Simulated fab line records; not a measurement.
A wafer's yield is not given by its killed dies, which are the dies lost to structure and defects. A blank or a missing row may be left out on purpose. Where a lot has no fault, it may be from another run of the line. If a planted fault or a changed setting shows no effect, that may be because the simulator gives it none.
Struck lot and sound lot, side by side / flow rit cmos / 17 steps out of a route of 202
Sound: these wafers, L358.1, L358.5, L358.6. Struck: wafers L347.1, L347.5, L347.6. The cause comes at the end.
Order at every step that has rows: each side's tool, ch and its chambers, its first start. Under that, the readings that differ: sound wafers / struck wafers / difference of the means / sigmas: that difference in standard deviations of wafers without a fault.
alike: words and numbers the same on both sides, and readings whose means are apart by under 2 such deviations; not compared: readings that were withheld, readings missing a value for some wafer, numbers with overlapping values and no deviation given by the record, and bounds like >300 which may hide the same value.
Wherever a step has rows on one side only, a row that says differs or no value, or a row with sigmas, the two part there. When numbers do not overlap yet have no deviation, they are printed without sigmas and do not part them. Lack of a reading on every wafer of one side parts them only where that side has two or more wafers.

first, 1 step without rows for these wafers: RIT_PSD_IMPLANT_08.
RIT_PSD_STRIP_09: strips in O2, time 180 s.
  sound on plasma asher-04 ch 0,1, day 5 23:56; struck on plasma asher-04 ch 0,1, day 3 18:56
  alike: drypump motor current A
  not compared: rf hours counter h
RIT_PSD_TW_MEAS_10:
  sound on film metro-02, day 6 00:06; struck on film metro-03, day 3 19:07
  alike: PSD_TW
then, 3 steps without rows for these wafers: RIT_SDANNEAL_CLEAN_00 (cleans in SC1, time 600 s); RIT_SDANNEAL_CLEAN_01 (cleans in dHF, time 30 s); RIT_SDANNEAL_CLEAN_02 (cleans in SC2, time 600 s).
RIT_SDANNEAL_RTA_03: time 5 s.
  sound on rtp anneal-01 ch 0, day 6 00:35; struck on rtp anneal-02 ch 0, day 3 19:34
  alike: wafer_temp_C_max
RIT_SDANNEAL_RS_MEAS_04: the measuring method here is four-point-probe.
  sound on film metro-01, day 6 00:39; struck on film metro-02, day 3 19:38
  alike: PSD_RS
RIT_SDANNEAL_RS_MEAS_05: the measuring method here is four-point-probe.
  sound on film metro-01, day 6 00:46; struck on film metro-02, day 3 19:45
  alike: NSD_RS
RIT_SDANNEAL_RS_MEAS_06: the measuring method here is four-point-probe.
  sound on film metro-01, day 6 00:53; struck on film metro-02, day 3 19:52
  alike: PLDD_RS
RIT_SDANNEAL_RS_MEAS_07: the measuring method here is four-point-probe.
  sound on film metro-01, day 6 01:01; struck on film metro-02, day 3 19:59
  alike: NLDD_RS
then, 1 step without rows for these wafers: RIT_SILICIDE_WET_ETCH_00 (etches SiO2 in BOE, target depth 14 nm, time 15 s).
RIT_SILICIDE_SPUTTER_01: material Ti, target thk 30 nm, time 231.4 s.
  sound on pvd sputter-02, day 6 01:08; struck on pvd sputter-03, day 3 20:07
reading=cathode dc power W (W); sound=349.91 350.00 350.06; struck=322.96 323.02 322.94; difference=-27.02; sigmas=-99 or more
reading=model.Ti_of_SILICIDE_SPUTTER_01.thk nm (nm); sound=29.05 29.26 29.43; struck=26.82 26.65 26.29; difference=-2.66; sigmas=
  alike: throttle valve pct
RIT_SILICIDE_RS_MEAS_02: the measuring method here is four-point-probe.
  sound on film metro-03, day 6 01:17; struck on film metro-02, day 3 20:16
reading=SILICIDE_TI_RS (ohm/sq); sound=49.8 49.4 49.0; struck=55.2 55.6 56.5; difference=+6.4; sigmas=+8
RIT_SILICIDE_THK_MEAS_03: measures by xrf.
  sound on film metro-03, day 6 01:25; struck on film metro-02, day 3 20:23
reading=SILICIDE_TI_THK (nm); sound=29.1 29.1 29.4; struck=26.7 26.6 26.2; difference=-2.7; sigmas=-7
RIT_SILICIDE_RTA_04: time 10 s, ramp up 5 s, ramp down 5 s.
  sound on rtp anneal-02 ch 0, day 6 01:28; struck on rtp anneal-01 ch 0, day 3 20:27
  alike: wafer_temp_C_max
RIT_M1_PROBE_99:
  sound on prober-02, day 6 08:07; struck on prober-02, day 4 03:14
reading=model.etest.npoly line.line ohm um; sound=169.2 166.2 158.7; struck=178.8 185.3 179.7; difference=+16.6; sigmas=
reading=model.etest.ppoly line.line ohm um; sound=160.7 157.5 155.3; struck=175.2 179.4 168.9; difference=+16.7; sigmas=
reading=model.etest.contact nplus.end ohm um; sound=41.54 41.51 41.58; struck=37.91 37.87 37.97; difference=-3.63; sigmas=
reading=model.etest.contact pplus.end ohm um; sound=44.05 42.78 44.74; struck=42.57 41.16 40.45; difference=-2.46; sigmas=
reading=model.etest.npoly line.rs ohm sq; sound=17.31 17.04 17.27; struck=18.51 18.48 18.58; difference=+1.32; sigmas=
reading=model.etest.ppoly line.rs ohm sq; sound=16.83 16.74 16.54; struck=17.69 17.9 18.05; difference=+1.18; sigmas=
reading=model.etest.npoly sal.rs ohm sq; sound=4.46 4.403 4.386; struck=4.765 4.759 4.815; difference=+0.363; sigmas=
reading=model.etest.ppoly sal.rs ohm sq; sound=4.426 4.363 4.347; struck=4.707 4.752 4.82; difference=+0.381; sigmas=
  alike: killed at front end, killed dies, killed open, killed short

WHERE THEY PART
At RIT_SILICIDE_SPUTTER_01 first; at RIT_SILICIDE_THK_MEAS_03 last (within this record only). Later steps at which nothing parts them and some readings are alike: RIT_SILICIDE_RTA_04, RIT_M1_PROBE_99.

WHY: what the simulator had put in
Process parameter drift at RIT_SILICIDE_SPUTTER_01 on pvd sputter-03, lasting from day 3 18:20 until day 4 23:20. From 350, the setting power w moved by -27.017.
